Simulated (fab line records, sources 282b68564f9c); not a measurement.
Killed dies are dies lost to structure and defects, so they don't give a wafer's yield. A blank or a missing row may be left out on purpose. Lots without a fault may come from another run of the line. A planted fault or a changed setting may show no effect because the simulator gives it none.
fab line records | flow rit_cmos | part 2 of 2: steps 33 to 46 of 46
record lots=5 wafers=15 last_day=7
route steps=202 shown NLDD@108 PLDD@114 SPACER@125 NSD@131 PSD@142 SDANNEAL@153
lots that met no fault: from a run of the same line without faults
start_h: hours from the record's first day to the start of the lot's first wafer shown | wait_h: hours since the lot's step before | " the same as in the row above | L1.1+2: a row that stands for several wafers | - no value, or no start given | * or withheld: withheld | < > ~ a bound
route shown NAME@n: a module of which the file shows steps, and the number in the route of the first | usual: mean/standard deviation of fault-free wafers | same: alike in all rows | chamber/n: place in a boat | sites: the reading at each site | _std_site: their standard deviation | _edge_site: outer sites' mean less inner sites' | radius_mm: how far each site lies from the wafer's centre | mask NAME#n: copy n | behind: the tool/chamber that last shaped the wafer | hold: why the lot was held/for how many hours/how that ended | device: the transistor (n, p or np) that didn't switch | end of line: the same wafers' tests at the end of the route | a step without rows: its recipe alone | killed: dies lost to structure and defects at the first sort, not the wafer's yield | map: a wafer's dies, x killed, . not, _ none there
set.NAME: the setting as run; set.NAME@STEP: as run at that earlier step | model.NAME: the simulator's own value behind a step, which no gauge read
lots at some steps of the route; a table a step, a row a wafer
services: from which hour (start_h, from the record's first day; less than 0 if before it) a tool's chamber was out of use, for how many hours, and why
## steps
# step RIT_NSD_STRIP_09
# recipe chemistry=O2 time_s=180 resist=NOVOLAK platen_temp_c=withheld power_w=500 pressure_mtorr=4000 o2_flow_sccm=4000
# usual drypump_motor_current_A=5.8/0.38
# columns lot.wafer tool chamber start_h wait_h drypump_motor_current_A rf_hours_counter_h
L077.1 plasma_asher-02 1 66.64 0.1 5.8 47
L077.3 " 0 " " 6.5 -
L077.4 " 1 " " 5.8 -
L078.3 plasma_asher-02 1 68.69 0.1 5.8 -
L078.4 " 0 " " 6.5 -
L078.6 " 0 " " 6.5 -
L082.2 plasma_asher-03 0 92.55 0.1 5.7 35
L082.3 " 1 " " 5.6 -
L082.6 " 0 " " 5.7 -
L086.2 plasma_asher-04 0 115.10 0.1 5.6 29
L086.5 " 0 " " 5.6 -
L086.6 " 1 " " 5.4 -
L093.2 plasma_asher-03 0 147.05 0.1 5.7 41
L093.4 " 0 " " 5.7 -
L093.5 " 1 " " 5.6 -
# step RIT_NSD_TW_MEAS_10
# usual NSD_TW=3114/26
# columns lot.wafer tool chamber start_h wait_h NSD_TW
L077.1 film_metro-01 - 66.82 0.1 3125
L077.3 " - " " 3136
L077.4 " - " " 3115
L078.3 film_metro-04 - 68.83 0.1 3096
L078.4 " - " " 3117
L078.6 " - " " 3106
L082.2 film_metro-03 - 92.73 0.1 3096
L082.3 " - " " 3079
L082.6 " - " " 3079
L086.2 film_metro-01 - 115.28 0.1 3143
L086.5 " - " " 3148
L086.6 " - " " 3142
L093.2 film_metro-01 - 147.23 0.1 3164
L093.4 " - " " 3150
L093.5 " - " " 3156
# step RIT_PSD_HMDS_00
# recipe prime_time_s=60 prime_temp_c=140
# columns lot.wafer tool chamber start_h wait_h
L077.1+3+4 litho_track-02 0 66.88 0.1
L078.3+4+6 litho_track-02 0 68.92 0.1
L082.2+3+6 litho_track-04 0 92.81 0.1
L086.2+5+6 litho_track-02 0 115.36 0.1
L093.2+4+5 litho_track-03 0 147.32 0.1
# step RIT_PSD_COAT_01
# recipe resist=NOVOLAK spin_rpm=3250 resist_thk_nm=1000
# columns lot.wafer tool chamber start_h wait_h
L077.1+3+4 litho_track-02 0 67.03 0.1
L078.3+4+6 litho_track-02 0 69.07 0.1
L082.2+3+6 litho_track-04 0 92.96 0.1
L086.2+5+6 litho_track-02 0 115.51 0.1
L093.2+4+5 litho_track-03 0 147.47 0.1
# step RIT_PSD_SOFTBAKE_02
# recipe resist=NOVOLAK temp_c=90 time_s=60
# columns lot.wafer tool chamber start_h wait_h
L077.1+3+4 litho_track-02 0 67.18 0.1
L078.3+4+6 litho_track-02 0 69.22 0.1
L082.2+3+6 litho_track-04 0 93.11 0.1
L086.2+5+6 litho_track-02 0 115.66 0.1
L093.2+4+5 litho_track-03 0 147.62 0.1
# step RIT_PSD_EXPOSE_03
# recipe mask_id=M10 na=0.57 target_cd_nm=40900 dose_mj=250
# usual exposure_dose_mJ_cm2=249.97/0.25
# columns lot.wafer tool chamber start_h wait_h mask exposure_dose_mJ_cm2
L077.1 iline_stepper-01 0 67.45 0.2 M10#0 250.06
L077.3 " 0 " " M10#0 249.77
L077.4 " 0 " " M10#0 250.19
L078.3 iline_stepper-02 0 69.49 0.2 M10#0 249.43
L078.4 " 0 " " M10#0 249.88
L078.6 " 0 " " M10#0 250.35
L082.2 iline_stepper-01 0 93.47 0.3 M10#0 250.01
L082.3 " 0 " " M10#0 249.62
L082.6 " 0 " " M10#0 250.43
L086.2 iline_stepper-01 0 115.80 0.1 M10#0 250.01
L086.5 " 0 " " M10#0 249.86
L086.6 " 0 " " M10#0 250.00
L093.2 iline_stepper-01 0 147.89 0.2 M10#0 250.09
L093.4 " 0 " " M10#0 249.98
L093.5 " 0 " " M10#0 249.91
# step RIT_PSD_PEB_04
# recipe resist=NOVOLAK temp_c=withheld time_s=withheld
# columns lot.wafer tool chamber start_h wait_h
L077.1+3+4 litho_track-04 0 67.58 0.1
L078.3+4+6 litho_track-03 0 69.61 0.1
L082.2+3+6 litho_track-04 0 93.59 0.1
L086.2+5+6 litho_track-04 0 116.13 0.3
L093.2+4+5 litho_track-03 0 148.01 0.1
# step RIT_PSD_DEVELOP_05
# recipe resist=NOVOLAK develop_time_s=50 dev_temp_c=23
# columns lot.wafer tool chamber start_h wait_h
L077.1+3+4 litho_track-04 0 - -
L078.3+4+6 litho_track-03 0 - -
L082.2+3+6 litho_track-04 0 - -
L086.2+5+6 litho_track-04 0 - -
L093.2+4+5 litho_track-03 0 - -
# step RIT_PSD_OVL_MEAS_06
# usual PSD_OVL=0.1/1.2
# columns lot.wafer tool chamber start_h wait_h PSD_OVL[nm]
L077.1 overlay-02 - 67.87 - -1.8
L077.3 " - " " -1.6
L077.4 " - " " -0.3
L078.3 overlay-02 - 69.86 - -0.2
L078.4 " - " " 0.8
L078.6 " - " " 0.9
L082.2 overlay-01 - 93.86 - -0.4
L082.3 " - " " 1.4
L082.6 " - " " 1.5
L086.2 overlay-02 - 116.40 - -2.2
L086.5 " - " " -0.7
L086.6 " - " " -1.5
L093.2 overlay-02 - 148.28 - 0.5
L093.4 " - " " -1.5
L093.5 " - " " 1.4
# step RIT_PSD_HARDBAKE_07
# recipe resist=NOVOLAK temp_c=140 time_s=60
# columns lot.wafer tool chamber start_h wait_h
L077.1+3+4 litho_track-02 0 67.90 0.0
L078.3+4+6 litho_track-02 0 69.93 0.1
L082.2+3+6 litho_track-03 0 93.93 0.1
L086.2+5+6 litho_track-04 0 116.45 0.0
L093.2+4+5 litho_track-03 0 148.33 0.0
# step RIT_PSD_IMPLANT_08
# recipe species=BF2 energy_kev=27 dose_cm2=5e+15 tilt_deg=7
# usual dose_ions_cm2=5.001e+15/5.6e+12 tilt_deg=6.999/0.02
# columns lot.wafer tool chamber start_h wait_h dose_ions_cm2 tilt_deg
L077.1 implanter-02 0 68.05 0.1 5.006e+15 6.986
L077.3 " 0 " " 5.003e+15 6.982
L077.4 " 0 " " 5.006e+15 6.989
L078.3 implanter-02 0 70.08 0.1 5.005e+15 7.030
L078.4 " 0 " " 5.003e+15 7.047
L078.6 " 0 " " 5.011e+15 7.015
L082.2 implanter-02 0 94.08 0.1 5.006e+15 7.004
L082.3 " 0 " " 5.002e+15 6.992
L082.6 " 0 " " 5.004e+15 6.992
L086.2 implanter-04 0 116.60 0.1 4.996e+15 7.025
L086.5 " 0 " " 4.986e+15 7.023
L086.6 " 0 " " 5.006e+15 7.013
L093.2 implanter-02 0 148.48 0.1 5.007e+15 6.971
L093.4 " 0 " " 5.001e+15 6.983
L093.5 " 0 " " 5.003e+15 6.983
# step RIT_PSD_STRIP_09
# recipe chemistry=O2 time_s=180 resist=NOVOLAK platen_temp_c=withheld power_w=500 pressure_mtorr=4000 o2_flow_sccm=4000
# usual drypump_motor_current_A=5.8/0.54
# columns lot.wafer tool chamber start_h wait_h drypump_motor_current_A rf_hours_counter_h
L077.1 plasma_asher-02 1 68.20 0.1 5.8 47
L077.3 " 1 " " 5.8 -
L077.4 " 0 " " 6.5 -
L078.3 plasma_asher-02 0 70.24 0.1 6.5 -
L078.4 " 1 " " 5.8 -
L078.6 " 1 " " 5.8 -
L082.2 plasma_asher-02 1 94.20 0.1 5.8 50
L082.3 " 0 " " 6.5 -
L082.6 " 1 " " 5.8 -
L086.2 plasma_asher-01 0 116.73 0.1 5.9 51
L086.5 " 0 " " 5.9 -
L086.6 " 1 " " 4.9 -
L093.2 plasma_asher-01 0 148.61 0.1 5.8 55
L093.4 " 0 " " 5.8 -
L093.5 " 1 " " 4.9 -
# step RIT_PSD_TW_MEAS_10
# usual PSD_TW=3413/34
# columns lot.wafer tool chamber start_h wait_h PSD_TW
L077.1 film_metro-04 - 68.38 0.1 3417
L077.3 " - " " 3394
L077.4 " - " " 3416
L078.3 film_metro-04 - 70.38 0.1 3386
L078.4 " - " " 3412
L078.6 " - " " 3390
L082.2 film_metro-03 - 94.39 0.1 3361
L082.3 " - " " 3373
L082.6 " - " " 3377
L086.2 film_metro-03 - 116.91 0.1 3383
L086.5 " - " " 3374
L086.6 " - " " 3365
L093.2 film_metro-01 - 148.79 0.1 3435
L093.4 " - " " 3416
L093.5 " - " " 3423
# step RIT_SDANNEAL_CLEAN_00
# recipe chemistry=SC1 mix=3:3:50 time_s=600 temp_c=75.53
# columns lot.wafer tool chamber start_h wait_h
L077.1+3+4 wet_bench-02 0 68.44 0.1
L078.3+4+6 wet_bench-04 3 70.42 0.0
L082.2+3+6 wet_bench-04 2 94.44 0.0
L086.2+5+6 wet_bench-01 1 116.96 0.0
L093.2+4+5 wet_bench-01 1 148.84 0.0
## services
# columns tool chamber start_h hours kind
lpcvd-02 - 37.07 6.1 pm
plasma_asher-04 - 53.58 5.2 repair
plasma_asher-03 - 56.99 10.5 repair
rie_diel-01 0 61.01 7.9 repair
implanter-01 - 67.17 1.5 repair
plasma_asher-04 - 67.21 15.6 pm
implanter-01 - 70.49 13.5 repair
implanter-03 - 72.41 9.4 repair
iline_stepper-01 - 79.31 13.3 repair
wet_bench-01 - 94.33 0.9 repair
plasma_asher-04 - 96.40 2.3 repair
rie_diel-04 2 103.00 3.8 repair
implanter-04 - 103.32 1.2 repair
plasma_asher-02 - 108.75 9.0 pm
plasma_asher-02 0 108.75 9.0 vent_cycle
plasma_asher-02 1 108.75 9.0 vent_cycle
iline_stepper-02 - 120.35 2.1 pm
plasma_asher-01 - 129.00 5.6 repair
rie_diel-02 1 132.58 2.4 repair
wet_bench-02 - 133.22 1.6 repair
rie_diel-01 3 135.35 6.4 repair
iline_stepper-01 0 141.03 - calibration
wet_bench-01 - 142.95 1.9 pm
implanter-03 - 146.57 4.5 pm
